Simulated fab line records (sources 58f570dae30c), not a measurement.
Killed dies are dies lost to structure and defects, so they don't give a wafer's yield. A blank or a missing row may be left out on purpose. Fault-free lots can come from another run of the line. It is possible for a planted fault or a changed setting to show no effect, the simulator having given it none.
Problem report, 8D (eight disciplines) form, completed by code | flow berkeley cmos170 | the parts of the form that need people (team, actions taken, sign-off) are left out

1. THE PROBLEM
CONTACT_PSG_THK at UCB170_CONTACT_THK_MEAS_02 reads a mean of 786 nm on 12 wafers of 4 lots; wafers without a fault read 683 nm with a standard deviation of 7.8. Relative to the usual mean, that is a shift of +13 standard deviations.
The first sign was on wafer L720.2 at day 10 06:17, on film metro-01. The record holds 45 wafers of 15 lots with a number at this step. Rule for "out" (also "out of limits"): further than 4 standard deviations from the usual mean. The other wafers with a number count as sound.

2. WHAT THIS IS AND IS NOT
question                    | is                           | is not
which readings at this step | CONTACT_PSG_THK              | -
which lots                  | L719, L720, L721, L722       | L711, L712, L713, L714, L715, L717, L718, L729, L731, L733, L734
which wafers of those lots  | all that have a number       | -
read on which gauges        | film metro-01, film metro-04 | film metro-03
when                        | from day 10 06:17            | up to then (21 sound wafers); but 12 sound wafers of L729, L731, L733, L734 came after

3. THE SUSPECTS, EACH WITH WHAT RULES IT OUT
Counting: a tool at any process step up to the reading remains a suspect when it ran all the lots that are out and ran no sound lot after the first of those.
- ruled out: the gauge at UCB170_CONTACT_THK_MEAS_02. Those wafers that are out were read across 2 gauges (film metro-01, film metro-04).
- lpcvd-01 at UCB170_CONTACT_CVD_01 (deposits PSG from SiH4/O2/PH3, target thk 700 nm, time 2754 s): kept. Every lot that is out went through it, starting with L720 (day 10 04:30), and after that it ran no sound lot; the last sound lot it ran before then is L718 (day 9 13:42).
The count leaves lpcvd-01 at UCB170_CONTACT_CVD_01.

4. THE CAUSE (what the simulator had put in)
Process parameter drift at UCB170_CONTACT_CVD_01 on lpcvd-01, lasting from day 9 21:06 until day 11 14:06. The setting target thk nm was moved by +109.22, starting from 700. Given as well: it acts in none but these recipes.
The count eliminated every tool but this one.

5. THE CHAIN OF EFFECTS, in route order
Each row: a reading where the mean over the struck wafers with a number is more than 3 standard deviations away from the usual. Only readings whose record carries a usual standard deviation are examined. hours: median over the lots of the time between each lot's start at the first step of this table that gives one and its start at this step. sigmas: the change, counted in usual standard deviations.
hours | step                       | reading         | usual      | on struck wafers | change | sigmas
0     | UCB170_CONTACT_THK_MEAS_02 | CONTACT_PSG_THK | 683 nm     | 786              | +103   | +13
-     | UCB170_CONTACT_ETCH_18     | oes product au  | 0.883 a.u. | 0.958            | +0.075 | +6.8
It contains these process steps:
- UCB170_CONTACT_ETCH_18: etches PSG in CHF3/CF4/Ar, stops on TiSi2, target depth 840 nm, time 195 s.

6. WHAT WOULD HAVE CAUGHT IT SOONER
The first out-of-limits reading at a measuring or inspecting step in this record came at day 10 06:17, 9 hours after the fault's start at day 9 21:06.
Tool readings at UCB170_CONTACT_CVD_01 with a usual standard deviation given in the record: none out on any struck wafer, hence no alarm at a limit of 4 standard deviations on them.
Lots out: 4; of these, L722 started UCB170_CONTACT_CVD_01 on lpcvd-01 after day 10 06:17. A hold on the tool at that time would have spared it.
